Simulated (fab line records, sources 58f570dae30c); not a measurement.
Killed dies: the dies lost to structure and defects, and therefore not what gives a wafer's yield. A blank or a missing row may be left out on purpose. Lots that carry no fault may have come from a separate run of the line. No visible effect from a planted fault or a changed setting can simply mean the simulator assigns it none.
A lot that was struck, set against a sound lot / flow berkeley cmos170 / 17 out of 331 route steps
Sound: these wafers, L603.3, L603.4, L603.5. Wafers L606.2, L606.3, L606.5 were the ones struck. Last of all comes the cause.
For every step that has rows: the tool of each side, followed by ch and its chambers, followed by its first start. Under that, the readings that differ: sound wafers / struck wafers / difference of the means / sigmas: that difference in standard deviations of wafers without a fault.
alike: readings with means less than 2 such deviations apart, plus words and numbers identical on both sides. not compared: withheld readings, readings lacking a value on some wafer, bounds such as >300 that could conceal the same value, and numbers that have no deviation in the record and whose values overlap.
Wherever a step has rows on one side only, a row that says differs or no value, or a row with sigmas, the two part there. Numbers that have no deviation but don't overlap get no sigmas and don't part them. A reading missing from all wafers of one side parts the sides only when that side holds two or more wafers.

UCB170_NWELL_THK_MEAS_02:
  sound on film metro-03 at day 3 11:32; struck on film metro-02 at day 3 23:39
  alike: NWELL_OXIDE_THK
then, 2 steps without rows for these wafers: UCB170_NWELL_ANNEAL_03 (time 900 s); UCB170_NWELL_CVD_04 (deposits Si3N4 from SiH2Cl2/NH3, target thk 224 nm, time 3360 s).
UCB170_NWELL_THK_MEAS_05:
  sound on film metro-02 at day 3 18:35; struck on film metro-03 at day 4 09:43
  alike: NWELL_NITRIDE_THK
then, 6 steps without rows for these wafers: UCB170_NWELL_HMDS_06 (prime time 60 s); UCB170_NWELL_COAT_07 (resist thk 900 nm); UCB170_NWELL_SOFTBAKE_08 (time 60 s); UCB170_NWELL_EXPOSE_09 (exposes mask NWELL, target cd 3000 nm); UCB170_NWELL_PEB_10; UCB170_NWELL_DEVELOP_11 (develop time 45 s).
UCB170_NWELL_OVL_MEAS_12:
  sound on overlay-01 at day 3 20:21; struck on overlay-01 at day 4 10:57
reading=NWELL_OVL (nm); sound=-4 -10 -11; struck=8 9 11; difference=+18; sigmas=+3
UCB170_NWELL_ETCH_13: etches Si3N4 in CH3F/Ar/O2, stops on SiO2, target depth 246.4 nm, time 154 s.
  sound on rie diel-02 ch 0,1, day 3 20:23; struck on rie diel-03 ch 2,3, day 4 10:59
  alike: drypump motor current A, oes product au, throttle valve pct
  not compared: rf hours counter h
UCB170_NWELL_IMPLANT_14:
  sound on implanter-03 ch 0, day 3 20:32; struck on implanter-01 ch 0, day 4 11:06
reading=dose ions cm2; sound=9.998e+12 1.0012e+13 1.0009e+13; struck=4.9999e+13 5.0006e+13 4.9999e+13; difference=+3.9995e+13; sigmas=+99 or more
reading=faraday current uA; sound=31.6 31.3 31.8; struck=157.8 156.3 162.3; difference=+127.2; sigmas=+99 or more
  alike: end station pressure torr
UCB170_NWELL_STRIP_15: strips in O2.
  sound on plasma asher-03 ch 0,1, day 3 20:40; struck on plasma asher-03 ch 0,1, day 4 11:14
  alike: drypump motor current A, oes product au, strip time to endpoint s
  not compared: rf hours counter h
UCB170_NWELL_TW_MEAS_16:
  sound on film metro-03 at day 3 20:45; struck on film metro-03 at day 4 11:20
reading=NWELL_TW; sound=1260 1271 1264; struck=2120 2125 2122; difference=+857; sigmas=+78
then, 1 step without rows for these wafers: UCB170_NWELL_CLEAN_17 (cleans in SPM, time 600 s).
-- the record jumps here: 6 days lie between the struck wafers' starts before and after (it left off in module NWELL and takes up again in module M3, whose first step shown is number 331 of the route) --
UCB170_M3_PROBE_99:
  the record has rows for the struck wafers here (prober-01, day 10 05:25) and none for the sound ones

== WHERE THEY PART ==
Last at UCB170_M3_PROBE_99 as far as this record goes, first at UCB170_NWELL_OVL_MEAS_12.

WHY: the cause the simulator had injected
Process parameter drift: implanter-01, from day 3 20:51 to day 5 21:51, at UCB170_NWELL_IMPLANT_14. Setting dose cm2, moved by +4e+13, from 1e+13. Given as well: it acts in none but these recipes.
